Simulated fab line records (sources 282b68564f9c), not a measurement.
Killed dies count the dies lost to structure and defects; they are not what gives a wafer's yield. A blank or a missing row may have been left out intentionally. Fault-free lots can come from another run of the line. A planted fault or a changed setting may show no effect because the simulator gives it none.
One fault seen from 2 desks || flow rit_cmos || only its own numbers are on each desk; what lay behind them is given at the end

## THE METROLOGY DESK
What the gauges read, lot by lot, whatever tool the lot ran on: means of the sampled wafers that have a number. If a lot's mean is further than 4 standard deviations from the usual mean, the lot is out of limits and carries the mark OUT (the distance appears in the brackets).
Columns: A = FOX2_OXIDE_THK at RIT_FOX2_THK_MEAS_01, usual 352 nm; B = FIELD_OXIDE_LEFT_1_THK at RIT_FOX2_THK_MEAS_90, usual 325 nm; C = PRETRO_OVL at RIT_PRETRO_OVL_MEAS_06, usual 0.7 nm; D = GATE_POLY_THK at RIT_GATE_THK_MEAS_09, usual 249.3 nm
{"lot": "L685", "first seen here": "day 1 22:32", "A": 358, "B": 331, "C": 1.6, "D": 250.2}
{"lot": "L686", "first seen here": "day 2 02:30", "A": 345, "B": 318, "C": 0.7, "D": 251.8}
{"lot": "L687", "first seen here": "day 2 06:44", "A": 360, "B": 333, "C": 1.6, "D": 252.7}
{"lot": "L689", "first seen here": "day 2 16:44", "A": 353, "B": 326, "C": 0.3, "D": 250.5}
{"lot": "L690", "first seen here": "day 2 20:50", "A": 349, "B": 321, "C": 1.9, "D": 250.3}
{"lot": "L693", "first seen here": "day 3 13:35", "A": 354, "B": 327, "C": 1.4, "D": 250.5}
{"lot": "L694", "first seen here": "day 3 19:56", "A": 356, "B": 329, "C": 0.0, "D": 246.6}
{"lot": "L695", "first seen here": "day 3 23:01", "A": 353, "B": 326, "C": 1.4, "D": 249.4}
{"lot": "L701", "first seen here": "day 5 04:25", "A": 342, "B": 315, "C": 2.9, "D": 249.0}
{"lot": "L704", "first seen here": "day 5 18:01", "A": 352, "B": 324, "C": 0.9, "D": "121.7 (-53) OUT"}
{"lot": "L705", "first seen here": "day 5 22:35", "A": 350, "B": 323, "C": 1.5, "D": "122.8 (-53) OUT"}
{"lot": "L706", "first seen here": "day 6 04:53", "A": 353, "B": 325, "C": 0.8, "D": 249.4}
{"lot": "L707", "first seen here": "day 6 09:57", "A": 355, "B": 327, "C": 1.7, "D": 253.3}
{"lot": "L708", "first seen here": "day 6 15:13", "A": 355, "B": 327, "C": 1.1, "D": 253.2}
Per this desk, out of limits: L704, L705; the first was L704, day 6 11:36 (GATE_POLY_THK at RIT_GATE_THK_MEAS_09). In limits: L685, L686, L687, L689, L690, L693, L694, L695, L701, L706, L707, L708.

## TOOL OWNER'S DESK, lpcvd-02
The tool's own readings at RIT_GATE_CVD_08 (deposits poly-Si from SiH4, target thk 250 nm, time 2220 s): means of the sampled wafers that have a number, for each lot that ran on this tool. If a lot's mean is further than 4 standard deviations from the usual mean, the lot is out of limits and carries the mark OUT (the distance appears in the brackets).
Columns: A = sih4_flow_sccm at RIT_GATE_CVD_08, usual 100.04 sccm
{"lot": "L686", "first seen here": "day 2 18:22", "A": 99.99}
{"lot": "L687", "first seen here": "day 3 00:10", "A": 100.16}
{"lot": "L689", "first seen here": "day 3 09:22", "A": 100.31}
{"lot": "L690", "first seen here": "day 3 16:23", "A": 99.57}
{"lot": "L693", "first seen here": "day 4 08:40", "A": 100.00}
{"lot": "L694", "first seen here": "day 4 13:58", "A": 100.00}
{"lot": "L695", "first seen here": "day 4 16:59", "A": 100.06}
{"lot": "L704", "first seen here": "day 6 09:58", "A": "50.16 (-99 or more) OUT"}
{"lot": "L705", "first seen here": "day 6 14:55", "A": "50.34 (-99 or more) OUT"}
Finding of this desk: L704, L705 out of limits; the first was L704 at day 6 09:58, on sih4_flow_sccm at RIT_GATE_CVD_08. In limits: L686, L687, L689, L690, L693, L694, L695.

## TAKEN TOGETHER
The tool owner's desk had the chance to raise an alarm at day 6 09:58 on L704, L705.
L704, L705 would have let the metrology desk raise an alarm at day 6 11:36.
All the named lots went through RIT_GATE_CVD_08 on lpcvd-02.

## WHAT HAD BEEN PUT IN BY THE SIMULATOR
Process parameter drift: lpcvd-02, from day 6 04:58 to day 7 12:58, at RIT_GATE_CVD_08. Setting sih4_flow_sccm shifted by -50 from 100.
Lots struck among those shown: L704, L705.
Counting hours from when the fault started, the first reading out of limits came at 5 for the tool owner's desk and at 7 for the metrology desk.
